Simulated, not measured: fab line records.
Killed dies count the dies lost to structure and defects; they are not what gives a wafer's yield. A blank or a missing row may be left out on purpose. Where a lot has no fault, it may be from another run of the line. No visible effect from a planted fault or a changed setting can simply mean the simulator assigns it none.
A lot that was struck, set against a sound lot    flow rit-cmos    27 out of 202 route steps
Sound: these wafers, L638.3, L638.4, L638.6. Struck: wafer L646.3 (left out: L646.4, L646.6 of the same lot, which were not struck); the cause appears at the end.
For every step that has rows: the tool of each side, followed by ch and its chambers, followed by its first start. Under that, the readings that differ: sound wafers    struck wafers    difference of the means    sigmas: that difference in standard deviations of wafers without a fault.
alike: readings whose means differ by less than 2 such deviations, and words and numbers that are the same on both sides. not compared: withheld readings, readings that some wafer has no value for, bounds like >300 that may hide the same value, and numbers for which the record gives no deviation and whose values overlap.
A row with sigmas, a row that says differs or no value, or rows on one side alone: a step with any of these is where the two part. When numbers do not overlap yet have no deviation, they are printed without sigmas and do not part them. A reading missing from all wafers of one side parts the sides only when that side holds two or more wafers.

first, 4 steps without rows for these wafers: RIT_CONTACT_SOFTBAKE_04 (time 60 s); RIT_CONTACT_EXPOSE_05 (exposes mask M11, target cd 1000 nm); RIT_CONTACT_PEB_06; RIT_CONTACT_DEVELOP_07 (develop time 120 s).
RIT_CONTACT_CD_MEAS_08: the cd target is 1000 nm.
  sound: cd-sem-02 at day 5 19:17; struck: cd-sem-02 at day 7 06:44
  alike: cd-nm
RIT_CONTACT_OVL_MEAS_09:
  sound: overlay-01 at day 5 19:23; struck: overlay-01 at day 7 06:50
  alike: CONTACT_OVL
then, 1 step without rows for these wafers: RIT_CONTACT_HARDBAKE_10 (time 60 s).
RIT_CONTACT_ETCH_11: etches SiO2 in CHF3/CF4/Ar, stops on TiSi2, target depth 480 nm, time 320 s.
  sound on rie-diel-03 ch 1,2,3, day 5 19:34; struck on rie-diel-01 ch 0, day 7 07:01
  alike: drypump-motor-current-A, oes-product-au, throttle-valve-pct
  not compared: rf-hours-counter-h
RIT_CONTACT_STRIP_12: strips in O2, time 180 s.
  sound on plasma-asher-03 ch 0,1, day 5 19:49; struck on plasma-asher-01 ch 1, day 7 07:16
  alike: drypump-motor-current-A
  not compared: rf-hours-counter-h
RIT_CONTACT_CD_MEAS_90: the cd target is 1000 nm.
  sound: cd-sem-02 at day 5 19:58; struck: cd-sem-02 at day 7 07:25
  alike: cd-nm
then, 2 steps without rows for these wafers: RIT_CONTACT_CLEAN_13 (cleans in SC1, time 600 s); RIT_CONTACT_CLEAN_14 (cleans in SC2, time 600 s).
RIT_M1_SPUTTER_00: material Al, target thk 400 nm, time 500 s.
  sound: pvd-sputter-02 at day 5 20:24; struck: pvd-sputter-03 at day 7 08:04
reading                                sound            struck  difference  sigmas
model.Al_of_M1_SPUTTER_00.thk-nm (nm)  394.2 400 397.5  510.6   +113.4      
  alike: throttle-valve-pct
RIT_M1_RS_MEAS_01: measurement is done with a four-point probe.
  sound: film-metro-01 at day 5 20:44; struck: film-metro-01 at day 7 08:23
reading            sound                 struck  difference  sigmas
M1_AL_RS (ohm/sq)  0.0746 0.0735 0.0740  0.0573  -0.0167     -18
RIT_M1_THK_MEAS_02: measures by xrf.
  sound: film-metro-01 at day 5 20:50; struck: film-metro-01 at day 7 08:29
reading         sound        struck  difference  sigmas
M1_AL_THK (nm)  397 400 397  508     +110        +21
then, 6 steps without rows for these wafers: RIT_M1_HMDS_03 (prime time 60 s); RIT_M1_COAT_04 (resist thk 1300 nm); RIT_M1_SOFTBAKE_05 (time 60 s); RIT_M1_EXPOSE_06 (exposes mask M12, target cd 2600 nm); RIT_M1_PEB_07; RIT_M1_DEVELOP_08 (develop time 64.68 s).
RIT_M1_CD_MEAS_09: the cd target is 2600 nm.
  sound: cd-sem-02 at day 5 22:03; struck: cd-sem-01 at day 7 09:35
  alike: cd-nm
RIT_M1_OVL_MEAS_10:
  sound: overlay-01 at day 5 22:08; struck: overlay-01 at day 7 09:40
  alike: M1_OVL
then, 1 step without rows for these wafers: RIT_M1_HARDBAKE_11 (time 120 s).
RIT_M1_METAL_ETCH_12: etches Al in Cl2/BCl3, stops on SiO2, time 165 s, target depth 600 nm.
  sound on rie-metal-01 ch 0,1, day 5 22:28; struck on rie-metal-03 ch 1, day 7 10:02
reading                sound              struck  difference  sigmas
oes-product-au (a.u.)  0.758 0.756 0.763  0.881   +0.122      +11
  alike: drypump-motor-current-A, throttle-valve-pct
  not compared: rf-hours-counter-h
then, 1 step without rows for these wafers: RIT_M1_STRIP_13 (strips in nmp, time 600 s).
RIT_M1_PROBE_99:
  sound: prober-01 at day 6 00:46; struck: prober-01 at day 7 12:20
reading                                         sound                        struck     difference  sigmas
model.etest.tester.sort-n-pass                  258 255 256                  260        +4          
model.etest.tester.sort-yield-pct (%)           97.73 96.59 96.97            98.48      +1.38       
model.etest.m1-comb-over-steps.leak-log10-a-um  -12.85 -13 -12.82            -10.68     +2.21       
model.etest.m1.rs-ohm-sq                        0.07347 0.07259 0.07237      0.05715    -0.01566    
model.etest.antenna-m1.vt-shift-v (V)           -0.01028 -0.008886 -0.00925  -0.003635  +0.005837   
  alike: defect-limited-yield, killed-at-contacts, killed-at-front-end, killed-dies, killed-open, killed-short

## WHERE THEY PART
First at RIT_M1_RS_MEAS_01; last, within this record, at RIT_M1_METAL_ETCH_12. Later steps at which nothing parts them and some readings are alike: RIT_M1_PROBE_99.

WHY: whatever the simulator had introduced
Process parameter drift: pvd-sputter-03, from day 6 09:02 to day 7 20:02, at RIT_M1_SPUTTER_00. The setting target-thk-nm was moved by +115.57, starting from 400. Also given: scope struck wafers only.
